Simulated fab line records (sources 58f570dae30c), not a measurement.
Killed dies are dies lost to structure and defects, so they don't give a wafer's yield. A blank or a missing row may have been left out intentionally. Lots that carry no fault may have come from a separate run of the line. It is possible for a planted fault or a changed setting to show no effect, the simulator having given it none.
Check of tool commonality    flow berkeley_cmos170    Sample size 15 lots and 45 wafers

WHY IT WAS OPENED
At UCB170_SDANNEAL_RS_MEAS_02 the reading PSD_RS is flagged on 3 of 15 lots. No-fault wafers: 75.50 ohm/sq, standard deviation 0.29.
Rule: flag the lot when none of its wafers has a number, or when each of its wafers that has one lies beyond 4 standard deviations from that mean. As for the other lots, they are considered sound.

lot   measured      on             PSD_RS (ohm/sq), wafer by wafer  flag
L223  day 6 11:41   film_metro-02  75.24 75.06 74.93                
L224  day 7 00:34   film_metro-02  75.12 75.42 75.43                
L225  day 7 11:27   film_metro-02  75.85 75.75 75.51                
L226  day 8 00:56   film_metro-03  75.90 75.85 75.16                
L227  day 8 01:32   film_metro-04  75.33 75.10 75.04                
L228  day 8 02:04   film_metro-04  75.53 75.74 75.74                
L229  day 8 10:40   film_metro-02  75.66 75.76 75.71                
L230  day 8 10:54   film_metro-03  75.41 75.16 75.09                
L233  day 8 18:44   film_metro-02  75.59 75.37 75.57                
L234  day 9 11:17   film_metro-03  83.83 83.56 83.72                FLAGGED
L236  day 9 22:15   film_metro-04  83.97 83.66 83.62                FLAGGED
L237  day 9 22:34   film_metro-03  84.61 84.78 84.41                FLAGGED
L238  day 9 22:44   film_metro-04  75.47 75.64 75.48                
L240  day 10 12:23  film_metro-03  74.97 75.11 75.41                
L239  day 10 15:22  film_metro-03  75.47 75.69 75.01                
Average over the flagged lots: 84.02 ohm/sq; offset from the usual +8.52 ohm/sq, equal to +29 standard deviations.

WHICH TOOL EACH LOT WENT THROUGH
The record holds 1 process step before the reading, out of a route of 331 steps. Each cell gives the tool, then ch followed by the chambers the sampled wafers passed through, then the start.
lot   flag     UCB170_SDANNEAL_RTA_01
L223           rtp_anneal-02 ch 0, day 6 11:38
L224           rtp_anneal-01 ch 0, day 7 00:26
L225           rtp_anneal-02 ch 0, day 7 11:22
L226           rtp_anneal-01 ch 0, day 8 00:53
L227           rtp_anneal-02 ch 0, day 8 01:28
L228           rtp_anneal-02 ch 0, day 8 02:01
L229           rtp_anneal-02 ch 0, day 8 10:36
L230           rtp_anneal-01 ch 0, day 8 10:50
L233           rtp_anneal-02 ch 0, day 8 18:41
L234  FLAGGED  rtp_anneal-01 ch 0, day 9 11:10
L236  FLAGGED  rtp_anneal-01 ch 0, day 9 22:11
L237  FLAGGED  rtp_anneal-01 ch 0, day 9 22:22
L238           rtp_anneal-02 ch 0, day 9 22:22
L240           rtp_anneal-02 ch 0, day 10 12:20
L239           rtp_anneal-02 ch 0, day 10 15:17
What the steps here do:
- UCB170_SDANNEAL_RTA_01: time 5 s.
- UCB170_SDANNEAL_RS_MEAS_02: measures by four-point-probe.

FLAGGED OVER TOTAL, TOOL BY TOOL (the gauges that took the reading come last)
step                        tool           lots run  flagged  share of the flagged lots  sound lots run after its first flagged lot
UCB170_SDANNEAL_RTA_01      rtp_anneal-01  6         3        all                        0
UCB170_SDANNEAL_RTA_01      rtp_anneal-02  9         0        none                       -
UCB170_SDANNEAL_RS_MEAS_02  film_metro-02  5         0        none                       -
UCB170_SDANNEAL_RS_MEAS_02  film_metro-03  6         2        some                       2 (L240,L239)
UCB170_SDANNEAL_RS_MEAS_02  film_metro-04  4         1        some                       1 (L238)

WHAT IS ALLOWED BY THE TABLE
In the table, 1 row covers all flagged lots: rtp_anneal-01 at UCB170_SDANNEAL_RTA_01.
- rtp_anneal-01 at UCB170_SDANNEAL_RTA_01: 3 of its 6 lots flagged. Last sound lot L230 at day 8 10:50, first flagged lot L234 at day 9 11:10; a fault beginning in between fits.
Left over: one tool, rtp_anneal-01 at UCB170_SDANNEAL_RTA_01.

WHAT THE SIMULATOR HAD PUT IN
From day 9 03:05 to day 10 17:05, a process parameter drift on rtp_anneal-01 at UCB170_SDANNEAL_RTA_01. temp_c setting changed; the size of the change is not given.
Shown lots that were struck: L234, L236, L237. The rule above reached the same finding.
